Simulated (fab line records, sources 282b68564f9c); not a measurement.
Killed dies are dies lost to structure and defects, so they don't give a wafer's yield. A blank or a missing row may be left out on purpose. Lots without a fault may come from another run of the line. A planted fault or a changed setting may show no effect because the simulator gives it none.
Split-lot experiment | flow rit_cmos | 5 lots, 23 wafers read, on a route of 202 steps

THE SPLIT
At RIT_ACTIVE_EXPOSE_08 (exposes mask M1, target cd 1400 nm), the setting dose_mj was moved away from the recipe's 225 on 10 of the 23 wafers read, by -5.9% to +7.5%. The other wafers ran this setting at the recipe's value.

FROM THE SPLIT TO THE READING: what the file shows between them, 6 steps
- RIT_ACTIVE_PEB_09
- RIT_ACTIVE_DEVELOP_10: develop time 50 s
- RIT_ACTIVE_CD_MEAS_11: target cd 1400 nm
- RIT_ACTIVE_HARDBAKE_12: time 60 s
- RIT_ACTIVE_ETCH_13: etches Si3N4 in SF6, stops on SiO2, time 210 s, target depth 210 nm
- RIT_ACTIVE_STRIP_14: strips in O2, time 180 s

THE READING
cd_nm, in nm, at RIT_ACTIVE_CD_MEAS_90 (target cd 1400 nm). Fault-free wafers of this fab line usually give 1400 nm, standard deviation 3 nm.

wafer  | tool, chamber at the split | dose_mj as run | against the recipe | cd_nm, nm | against lot-mates on the recipe
L074.1 | iline_stepper-02, 0        | 225            | recipe             | 1397      | -
L074.3 | iline_stepper-02, 0        | 225            | recipe             | 1400      | -
L074.5 | iline_stepper-02, 0        | 225            | recipe             | 1397      | -
L075.1 | iline_stepper-02, 0        | 225            | recipe             | 1402      | -
L075.2 | iline_stepper-02, 0        | 225            | recipe             | 1402      | -
L075.3 | iline_stepper-02, 0        | 234            | +4.0%              | 1394      | -9
L075.4 | iline_stepper-02, 0        | 225            | recipe             | 1406      | -
L075.6 | iline_stepper-02, 0        | 234            | +4.0%              | 1393      | -10
L080.1 | iline_stepper-01, 0        | 225            | recipe             | 1397      | -
L080.2 | iline_stepper-01, 0        | 211.8          | -5.9%              | 1417      | +20
L080.3 | iline_stepper-01, 0        | 211.8          | -5.9%              | 1414      | +17
L080.4 | iline_stepper-01, 0        | 225            | recipe             | 1397      | -
L080.5 | iline_stepper-01, 0        | 211.8          | -5.9%              | 1413      | +16
L082.1 | iline_stepper-02, 0        | 225            | recipe             | 1400      | -
L082.2 | iline_stepper-02, 0        | 240.4          | +6.8%              | 1380      | -20
L082.3 | iline_stepper-02, 0        | 240.4          | +6.8%              | 1381      | -18
L082.4 | iline_stepper-02, 0        | 225            | recipe             | 1399      | -
L082.5 | iline_stepper-02, 0        | 240.4          | +6.8%              | 1382      | -18
L085.2 | iline_stepper-02, 0        | 241.8          | +7.5%              | 1379      | -19
L085.3 | iline_stepper-02, 0        | 241.8          | +7.5%              | 1380      | -18
L085.4 | iline_stepper-02, 0        | 225            | recipe             | 1399      | -
L085.5 | iline_stepper-02, 0        | 225            | recipe             | 1399      | -
L085.6 | iline_stepper-02, 0        | 225            | recipe             | 1397      | -

THE FIT
A straight line over all 23 wafers: cd_nm changes by -2.57 nm for each +1% of dose_mj; r = -0.97; the points scatter about the line by 2.6 nm.
The same after taking each lot's own level away (the mean of its wafers on the recipe; 23 wafers): -2.75 nm for each +1%; r = -0.99; scatter 1.4 nm.
On that fit, the largest move of dose_mj shifts the reading by 20 nm.
The lots' own levels span 1397.0 to 1403.3 nm, that is 2.1 times the standard deviation above.
So the lot-to-lot level changes the slope little: the two slopes agree.
Check: with one of the wafers moved furthest among these (+7.5%) left out of the fit, the line predicts -20.1 nm for it against its lot-mates. It came out at -19.3 nm against them.

OTHER SPLITS ON THESE WAFERS
These wafers also went through other splits before the reading. Each is held against what the fit with the lots' levels taken away leaves over:
other split on the same wafers | wafers away from the commonest value | r with cd_nm (lot level and that fit taken away)
RIT_ACTIVE_COAT_06 spin_rpm    | 7                                    | -0.25

THE WHOLE CHAIN: every reading that the file lists as answering this split, in the file's order
step                  | what it does                                                        | reading                                                       | change (the file's fit)              | r (the file's)
RIT_ACTIVE_CD_MEAS_11 | target cd 1400 nm                                                   | cd_nm                                                         | -2.68 nm for each +1% of the setting | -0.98
RIT_ACTIVE_ETCH_13    | etches Si3N4 in SF6, stops on SiO2, time 210 s, target depth 210 nm | ACTIVE.cd_nm (the simulator's own value, which no gauge read) | -2.71 nm for each +1% of the setting | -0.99
RIT_ACTIVE_CD_MEAS_90 | target cd 1400 nm                                                   | cd_nm                                                         | -2.68 nm for each +1% of the setting | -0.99

THE FILE'S OWN FIT
cd_nm changes by -2.68 nm for each +1% of dose_mj, r = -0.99.
